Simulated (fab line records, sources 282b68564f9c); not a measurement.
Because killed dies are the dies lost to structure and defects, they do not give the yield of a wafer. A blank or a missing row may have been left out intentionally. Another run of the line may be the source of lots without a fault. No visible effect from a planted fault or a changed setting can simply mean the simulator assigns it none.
The tool behind it: which one? || flow ritCmos || 16 lots with 48 wafers sampled at 2 steps, on a route of 202 steps

## WHAT THE GAUGES SHOWED, per wafer
RIT_NWELL_OVL_MEAS_06. Usual: NWELL_OVL -0.3 nm, standard deviation 1.4.
{"lot": "L346", "measured": "day 1 21:46", "on": "overlay-01", "NWELL_OVL (nm)": "0.5 2.4 1.1", "flag": ""}
{"lot": "L347", "measured": "day 2 01:30", "on": "overlay-01", "NWELL_OVL (nm)": "-1.3 -0.3 -1.1", "flag": ""}
{"lot": "L348", "measured": "day 2 07:57", "on": "overlay-02", "NWELL_OVL (nm)": "-0.4 -1.5 -0.6", "flag": ""}
{"lot": "L349", "measured": "day 2 12:44", "on": "overlay-02", "NWELL_OVL (nm)": "-0.8 -0.3 0.1", "flag": ""}
{"lot": "L350", "measured": "day 2 17:15", "on": "overlay-02", "NWELL_OVL (nm)": "-2.7 -1.1 -2.3", "flag": ""}
{"lot": "L351", "measured": "day 2 22:43", "on": "overlay-01", "NWELL_OVL (nm)": "-1.1 0.0 -0.8", "flag": ""}
{"lot": "L353", "measured": "day 3 08:25", "on": "overlay-01", "NWELL_OVL (nm)": "2.2 0.3 1.9", "flag": ""}
{"lot": "L354", "measured": "day 3 12:51", "on": "overlay-02", "NWELL_OVL (nm)": "1.7 0.8 0.7", "flag": ""}
{"lot": "L355", "measured": "day 3 18:07", "on": "overlay-01", "NWELL_OVL (nm)": "-0.8 -1.2 -0.4", "flag": ""}
{"lot": "L356", "measured": "day 3 22:23", "on": "overlay-02", "NWELL_OVL (nm)": "3.4 1.2 1.7", "flag": ""}
{"lot": "L357", "measured": "day 4 03:15", "on": "overlay-01", "NWELL_OVL (nm)": "-150.3 -150.0 -150.2", "flag": "OFF"}
{"lot": "L358", "measured": "day 4 08:37", "on": "overlay-01", "NWELL_OVL (nm)": "-148.9 -148.5 -148.7", "flag": "OFF"}
{"lot": "L359", "measured": "day 4 13:20", "on": "overlay-02", "NWELL_OVL (nm)": "-2.6 -1.3 -2.8", "flag": ""}
{"lot": "L363", "measured": "day 5 09:34", "on": "overlay-01", "NWELL_OVL (nm)": "-150.7 -150.5 -149.2", "flag": "OFF"}
{"lot": "L364", "measured": "day 5 14:17", "on": "overlay-01", "NWELL_OVL (nm)": "-149.4 -148.4 -149.6", "flag": "OFF"}
{"lot": "L367", "measured": "day 6 05:16", "on": "overlay-02", "NWELL_OVL (nm)": "-0.8 -0.9 -0.7", "flag": ""}

## TOOL THAT RAN EACH LOT (tool first, then ch and the chambers of the sampled wafers, then the start)
{"lot": "L346", "RIT_NWELL_EXPOSE_03": "ilineStepper-01 ch 0, day 1 21:20"}
{"lot": "L347", "RIT_NWELL_EXPOSE_03": "ilineStepper-02 ch 0, day 2 01:05"}
{"lot": "L348", "RIT_NWELL_EXPOSE_03": "ilineStepper-02 ch 0, day 2 07:31"}
{"lot": "L349", "RIT_NWELL_EXPOSE_03": "ilineStepper-02 ch 0, day 2 12:19"}
{"lot": "L350", "RIT_NWELL_EXPOSE_03": "ilineStepper-02 ch 0, day 2 16:49"}
{"lot": "L351", "RIT_NWELL_EXPOSE_03": "ilineStepper-01 ch 0, day 2 22:17"}
{"lot": "L353", "RIT_NWELL_EXPOSE_03": "ilineStepper-01 ch 0, day 3 07:59"}
{"lot": "L354", "RIT_NWELL_EXPOSE_03": "ilineStepper-02 ch 0, day 3 12:25"}
{"lot": "L355", "RIT_NWELL_EXPOSE_03": "ilineStepper-01 ch 0, day 3 17:41"}
{"lot": "L356", "RIT_NWELL_EXPOSE_03": "ilineStepper-02 ch 0, day 3 21:57"}
{"lot": "L357", "RIT_NWELL_EXPOSE_03": "ilineStepper-02 ch 0, day 4 02:49"}
{"lot": "L358", "RIT_NWELL_EXPOSE_03": "ilineStepper-02 ch 0, day 4 08:11"}
{"lot": "L359", "RIT_NWELL_EXPOSE_03": "ilineStepper-01 ch 0, day 4 12:55"}
{"lot": "L363", "RIT_NWELL_EXPOSE_03": "ilineStepper-02 ch 0, day 5 09:08"}
{"lot": "L364", "RIT_NWELL_EXPOSE_03": "ilineStepper-02 ch 0, day 5 13:52"}
{"lot": "L367", "RIT_NWELL_EXPOSE_03": "ilineStepper-01 ch 0, day 6 04:52"}
- RIT_NWELL_EXPOSE_03: exposes mask M2, target cd 43900 nm.

## WHAT THE TOOLS THEMSELVES READ (means of the sampled wafers that have a number; where no wafer has one, the mark that the record gives instead)
The record holds no such reading with a usual standard deviation.

## THE ANSWER, worked out from the rows above alone
Rule: lot off if the mean of its wafers having a number is beyond 3 standard deviations from the usual mean. Also off: a lot with no number at a reading for which 4 or more lots have one. Where the step has rows for the other lots, those lots are counted as sound. Order of review: gauges by route order, followed by the tools' own readings, for which a lot's mean as printed above is used. At the first step where some lot is off, the reading lying furthest off is the one used; lots without a number count as furthest.
Off: at RIT_NWELL_OVL_MEAS_06 (NWELL_OVL), L357, L358, L363, L364.
If a tool, at a process step before that reading, ran all the lots that are off and no sound lot after the first of them, it fits. The gauges at RIT_NWELL_OVL_MEAS_06 are tried like those tools. Can't be told from this: 2 tools fit, ilineStepper-02 at RIT_NWELL_EXPOSE_03, overlay-01 at RIT_NWELL_OVL_MEAS_06.

## WHAT HAD BEEN PUT IN BY THE SIMULATOR
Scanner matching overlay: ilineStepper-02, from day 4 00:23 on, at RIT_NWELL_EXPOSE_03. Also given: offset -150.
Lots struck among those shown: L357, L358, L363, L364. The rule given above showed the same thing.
